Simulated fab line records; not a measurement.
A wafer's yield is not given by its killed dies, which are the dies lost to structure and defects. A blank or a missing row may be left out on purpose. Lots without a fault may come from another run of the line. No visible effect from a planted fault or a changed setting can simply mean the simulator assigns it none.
fab line records ; flow ritCmos
record lots=14; wafers=42; lastDay=7
route steps=202 shown NRETRO@61
lots that met no fault: taken from a fault-free run of the same line
startH: hours from the record's opening day to when the first of the lot's shown wafers began ; waitH: hours since the lot's step before ; " the same as in the row above ; L1.1+2: a row that stands for several wafers ; - either no value or no given start ; * or withheld: withheld ; < > ~ a bound
route shown NAME@n: names a module that has steps shown in the file, with the first one's number in the route ; usual: mean/standard deviation of fault-free wafers ; same: alike in all rows ; chamber/n: place in a boat ; sites: per-site readings ; _std_site: the standard deviation of these ; _edge_site: inner sites' mean taken away from outer sites' mean ; radiusMm: how far each site lies from the wafer's centre ; mask NAME#n: copy n ; behind: tool/chamber where the wafer was last shaped ; hold: cause of the lot's hold/its duration in hours/its outcome ; device: which transistor (n, p or np) failed to switch ; end of line: the same wafers' tests at the end of the route ; for a step that has no rows: nothing shown but its recipe ; killed: count of dies lost to structure and defects at first sort (not the wafer's yield) ; map: the dies of a wafer, with x for killed, . for not killed, _ for no die there
set.NAME: the setting as run; set.NAME@STEP: as run at that earlier step ; model.NAME: the simulator's own value behind a step, which no gauge read
the route's steps for a sample of lots (tables are steps, rows are wafers)
services: from which hour (startH, from the record's first day; less than 0 if before it) a tool's chamber was out of use, for how many hours, and why
## steps
# step RIT_NRETRO_IMPLANT_08
# recipe species=P; energyKev=70; doseCm2=1e+13; tiltDeg=7
# usual doseIonsCm2=1e+13/1e+10; faradayCurrentUA=31.7/0.65; tiltDeg=7.001/0.018
lot.wafer;tool;chamber;startH;waitH;doseIonsCm2;faradayCurrentUA;tiltDeg
L979.2;implanter-01;0;29.35;0.2;1.002e+13;30.7;6.984
L979.4;implanter-01;0;29.35;0.2;1.0017e+13;31.5;7.007
L979.5;implanter-01;0;29.35;0.2;9.997e+12;31.6;7.009
L981.1;implanter-03;0;39.03;0.2;9.997e+12;31.6;7.002
L981.2;implanter-03;0;39.03;0.2;9.99e+12;32.4;6.983
L981.4;implanter-03;0;39.03;0.2;9.969e+12;32.4;7.019
L982.1;implanter-04;0;45.21;0.2;1.0009e+13;30.9;7.026
L982.3;implanter-04;0;45.21;0.2;9.994e+12;32.3;7.014
L982.5;implanter-04;0;45.21;0.2;1.0005e+13;31.4;7.001
L984.3;implanter-03;0;54.51;0.2;9.999e+12;32.5;7.015
L984.4;implanter-03;0;54.51;0.2;9.996e+12;31.6;7.005
L984.6;implanter-03;0;54.51;0.2;9.989e+12;32.3;6.997
L985.1;implanter-01;0;59.62;0.2;1.0003e+13;33.0;7.018
L985.2;implanter-01;0;59.62;0.2;1.0013e+13;30.9;7.013
L985.4;implanter-01;0;59.62;0.2;1e+13;31.0;7.041
L986.2;implanter-04;0;65.40;0.2;9.992e+12;32.9;7.025
L986.3;implanter-04;0;65.40;0.2;9.99e+12;32.0;6.991
L986.6;implanter-04;0;65.40;0.2;9.998e+12;31.3;6.981
L987.1;implanter-04;0;70.37;0.2;9.992e+12;30.9;6.981
L987.2;implanter-04;0;70.37;0.2;1.0001e+13;31.2;7.008
L987.4;implanter-04;0;70.37;0.2;1e+13;31.1;7.000
L991.1;implanter-01;0;89.70;0.2;1.0004e+13;31.8;6.979
L991.5;implanter-01;0;89.70;0.2;1.0014e+13;31.8;6.991
L991.6;implanter-01;0;89.70;0.2;9.991e+12;32.1;6.974
L993.3;implanter-03;0;99.36;0.2;8.298e+12;26.1;6.966
L993.4;implanter-03;0;99.36;0.2;8.297e+12;26.9;6.973
L993.6;implanter-03;0;99.36;0.2;8.279e+12;25.7;7.003
L995.1;implanter-03;0;110.01;0.2;8.298e+12;26.5;6.986
L995.2;implanter-03;0;110.01;0.2;8.313e+12;26.9;6.985
L995.5;implanter-03;0;110.01;0.2;8.307e+12;27.3;6.991
L997.2;implanter-01;0;120.19;0.2;1.0007e+13;32.1;6.986
L997.4;implanter-01;0;120.19;0.2;9.991e+12;32.6;6.996
L997.6;implanter-01;0;120.19;0.2;9.991e+12;32.5;6.977
L998.1;implanter-01;0;126.30;0.2;9.99e+12;31.1;6.970
L998.3;implanter-01;0;126.30;0.2;9.993e+12;30.7;6.972
L998.6;implanter-01;0;126.30;0.2;9.99e+12;32.1;6.969
L100.1;implanter-01;0;136.56;0.2;1.0009e+13;30.2;6.994
L100.4;implanter-01;0;136.56;0.2;1.0015e+13;31.7;7.020
L100.6;implanter-01;0;136.56;0.2;1.0012e+13;32.0;7.021
L102.2;implanter-01;0;149.26;0.2;1.0006e+13;33.5;7.000
L102.5;implanter-01;0;149.26;0.2;1e+13;31.2;7.018
L102.6;implanter-01;0;149.26;0.2;9.981e+12;32.5;7.027
# step RIT_NRETRO_TW_MEAS_10
# usual NRETRO_TW=1053/9.7
lot.wafer;tool;chamber;startH;waitH;NRETRO_TW
L979.2;filmMetro-03;-;29.66;0.1;1055
L979.4;filmMetro-03;-;29.66;0.1;1045
L979.5;filmMetro-03;-;29.66;0.1;1045
L981.1;filmMetro-03;-;39.36;0.1;1050
L981.2;filmMetro-03;-;39.36;0.1;1048
L981.4;filmMetro-03;-;39.36;0.1;1049
L982.1;filmMetro-03;-;45.53;0.1;1051
L982.3;filmMetro-03;-;45.53;0.1;1050
L982.5;filmMetro-03;-;45.53;0.1;1050
L984.3;filmMetro-03;-;54.80;0.1;1046
L984.4;filmMetro-03;-;54.80;0.1;1051
L984.6;filmMetro-03;-;54.80;0.1;1054
L985.1;filmMetro-02;-;59.94;0.1;1065
L985.2;filmMetro-02;-;59.94;0.1;1067
L985.4;filmMetro-02;-;59.94;0.1;1066
L986.2;filmMetro-02;-;65.71;0.1;1067
L986.3;filmMetro-02;-;65.71;0.1;1071
L986.6;filmMetro-02;-;65.71;0.1;1070
L987.1;filmMetro-03;-;70.70;0.1;1054
L987.2;filmMetro-03;-;70.70;0.1;1055
L987.4;filmMetro-03;-;70.70;0.1;1057
L991.1;filmMetro-01;-;90.12;0.2;1038
L991.5;filmMetro-01;-;90.12;0.2;1032
L991.6;filmMetro-01;-;90.12;0.2;1032
L993.3;filmMetro-02;-;99.66;0.1;1002
L993.4;filmMetro-02;-;99.66;0.1;1002
L993.6;filmMetro-02;-;99.66;0.1;998
L995.1;filmMetro-03;-;110.33;0.1;990
L995.2;filmMetro-03;-;110.33;0.1;989
L995.5;filmMetro-03;-;110.33;0.1;985
L997.2;filmMetro-03;-;120.50;0.1;1057
L997.4;filmMetro-03;-;120.50;0.1;1058
L997.6;filmMetro-03;-;120.50;0.1;1052
L998.1;filmMetro-02;-;126.63;0.1;1058
L998.3;filmMetro-02;-;126.63;0.1;1054
L998.6;filmMetro-02;-;126.63;0.1;1061
L100.1;filmMetro-03;-;136.89;0.1;1054
L100.4;filmMetro-03;-;136.89;0.1;1058
L100.6;filmMetro-03;-;136.89;0.1;1052
L102.2;filmMetro-02;-;149.57;0.1;1063
L102.5;filmMetro-02;-;149.57;0.1;1064
L102.6;filmMetro-02;-;149.57;0.1;1059
## services
tool;chamber;startH;hours;kind
implanter-01;-;38.43;2.3;pm
implanter-01;-;108.30;7.0;repair
implanter-03;-;148.71;6.6;repair
## key
firstSign step=RIT_NRETRO_IMPLANT_08; reading=doseIonsCm2; direction=down; sigmas=99+; usual=1e+13; struck=8.299e+12
effect step=RIT_NRETRO_IMPLANT_08; reading=faradayCurrentUA; direction=down; sigmas=7.9; usual=31.7; struck=26.6
effect step=RIT_NRETRO_TW_MEAS_10; reading=NRETRO_TW; direction=down; sigmas=6; usual=1053; struck=995
metAt RIT_NRETRO_IMPLANT_08
struckLots L993,L995
testerLeftOut L993,L995
onsetBetween 54.51 99.36
fault kind=processParameterDrift; tool=implanter-03; chamber=-; onsetH=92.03; steps=RIT_NRETRO_IMPLANT_08; channel=doseCm2; offset=-1.7e+12; shape=step; endH=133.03; actsIn=theseRecipesOnly; stated=1e+13
# testerLeftOut: of these lots the tester's yield and bins aren't shown, on N5 and GAA mostly nor the transistor test; their killed dies are dies lost to structure and defects alone, not to doping, threshold or leakage, so they don't give the yield
